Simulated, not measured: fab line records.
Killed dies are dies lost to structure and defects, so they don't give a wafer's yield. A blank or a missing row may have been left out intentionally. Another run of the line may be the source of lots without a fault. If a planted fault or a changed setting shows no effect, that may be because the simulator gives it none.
Which tool was responsible? ; flow berkeley_cmos170 ; 7 lots, 21 wafers sampled, at 3 steps of a route of 331

## WHAT THE GAUGES READ, wafer by wafer
UCB170_SDANNEAL_RS_MEAS_03: measurement is done with a four-point probe.
lot;measured;on;NSD_RS (ohm/sq)
L611;day 7 13:20;film_metro-03;37.27 37.28 37.19
L610;day 7 12:56;film_metro-04;37.28 37.31 37.38
L613;day 7 23:19;film_metro-04;37.48 37.40 37.41
L619;day 9 10:43;film_metro-01;38.31 38.29 38.29
L621;day 9 13:54;film_metro-04;38.18 38.23 38.20
L628;day 11 09:56;film_metro-01;37.13 37.11 37.20
L630;day 11 17:04;film_metro-04;37.45 37.36 37.33

## EACH LOT AND THE TOOL THAT RAN IT (in order: tool; ch and the chambers of the sampled wafers; start)
lot;UCB170_NSD_IMPLANT_08;UCB170_NSD_STRIP_09
L611;implanter-02 ch 0, day 7 11:36;plasma_asher-03 ch 1, day 7 11:45
L610;implanter-04 ch 0, day 7 11:07;plasma_asher-01 ch 0,1, day 7 11:15
L613;implanter-04 ch 0, day 7 21:04;plasma_asher-03 ch 0,1, day 7 21:12
L619;implanter-03 ch 0, day 9 09:08;plasma_asher-03 ch 0,1, day 9 09:17
L621;implanter-03 ch 0, day 9 12:06;plasma_asher-04 ch 0,1, day 9 12:14
L628;implanter-04 ch 0, day 11 06:37;plasma_asher-03 ch 0,1, day 11 06:46
L630;implanter-04 ch 0, day 11 15:37;plasma_asher-03 ch 0,1, day 11 15:46
- UCB170_NSD_IMPLANT_08
- UCB170_NSD_STRIP_09: strips in O2.

## THE ANSWER, worked out from the rows above alone
Rule: what is usual is taken from the lots themselves. Put in order of their means at a reading, lots are off if they are a third of the lots or fewer, leave a main group of 4 or more, and stand apart from it by a gap of 3 or more times the standard deviation of the main group's means; of several such gaps the widest counts. The tables above print the reading to a certain number of digits; a main group whose means all agree to those digits is not used. A lot without any number at a reading at which 4 lots or more have one is off too. The other lots that the step has rows for count as sound.
Off: L619, L621, seen at UCB170_SDANNEAL_RS_MEAS_03 (NSD_RS). Mean 37.31 ohm/sq and standard deviation 0.1 in the main group.
A tool fits if, at a process step before that reading, it ran every lot that is off, and no sound lot after the first of them. The gauges at UCB170_SDANNEAL_RS_MEAS_03 are tried like those tools. One fits: implanter-03 at UCB170_NSD_IMPLANT_08. It ran no sound lot before its first lot that is off in this sample, so the start can't be narrowed down.

## WHAT HAD BEEN PUT IN BY THE SIMULATOR
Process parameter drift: implanter-03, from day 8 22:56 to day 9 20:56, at UCB170_NSD_IMPLANT_08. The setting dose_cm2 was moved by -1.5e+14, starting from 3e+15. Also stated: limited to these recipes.
Struck lots among those shown: L619, L621. The rule given above showed the same thing.
